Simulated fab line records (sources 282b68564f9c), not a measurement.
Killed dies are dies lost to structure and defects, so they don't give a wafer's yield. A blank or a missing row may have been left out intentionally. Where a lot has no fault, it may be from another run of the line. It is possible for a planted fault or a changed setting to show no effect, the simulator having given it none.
Which tool was responsible?    flow rit cmos    Sampling: 6 lots, 18 wafers, 2 of 202 route steps

WHAT THE GAUGES READ, wafer by wafer
RIT_PRETRO_OVL_MEAS_06.
lot   measured     on          PRETRO_OVL (nm)
L583  day 3 10:55  overlay-01  - - -
L587  day 4 09:14  overlay-02  1.0 1.4 0.9
L594  day 5 16:34  overlay-02  -2.8 -2.1 -3.4
L596  day 6 08:37  overlay-02  -0.6 -0.7 -1.0
L598  day 6 22:31  overlay-01  1.2 2.3 2.2
L600  day 7 10:01  overlay-02  -1.7 -1.3 -1.4

WHICH TOOL RAN EACH LOT (tool, then ch and the chambers of the sampled wafers, then the start)
lot   RIT_PRETRO_EXPOSE_03
L583  iline stepper-01 ch 0, day 3 10:29
L587  iline stepper-02 ch 0, day 4 08:48
L594  iline stepper-01 ch 0, day 5 16:08
L596  iline stepper-01 ch 0, day 6 08:11
L598  iline stepper-02 ch 0, day 6 22:05
L600  iline stepper-01 ch 0, day 7 09:35
- RIT_PRETRO_EXPOSE_03: exposes mask M5, target cd 43700 nm.

THE ANSWER, worked out from the rows above alone
Rule: usual is defined by the lots themselves. Put in order of their means at a reading, lots are off if they are a third of the lots or fewer, leave a main group of 4 or more, and stand apart from it by a gap of 3 or more times the standard deviation of the main group's means; of several such gaps the widest counts. A main group is skipped when, at the precision printed for the reading in the tables above, its means are all equal. A lot without any number at a reading at which 4 lots or more have one is off too. All remaining lots with rows at the step are treated as sound.
Off: at RIT_PRETRO_OVL_MEAS_06 (PRETRO_OVL), L583. Without a number there: L583. The main group: mean -0.4 nm, standard deviation 1.7.
If a tool, at a process step before that reading, ran all the lots that are off and no sound lot after the first of them, it fits. Those tools and the gauges at RIT_PRETRO_OVL_MEAS_06 are tried in the same way. No candidate that was tried fits.

WHAT HAD BEEN PUT IN BY THE SIMULATOR
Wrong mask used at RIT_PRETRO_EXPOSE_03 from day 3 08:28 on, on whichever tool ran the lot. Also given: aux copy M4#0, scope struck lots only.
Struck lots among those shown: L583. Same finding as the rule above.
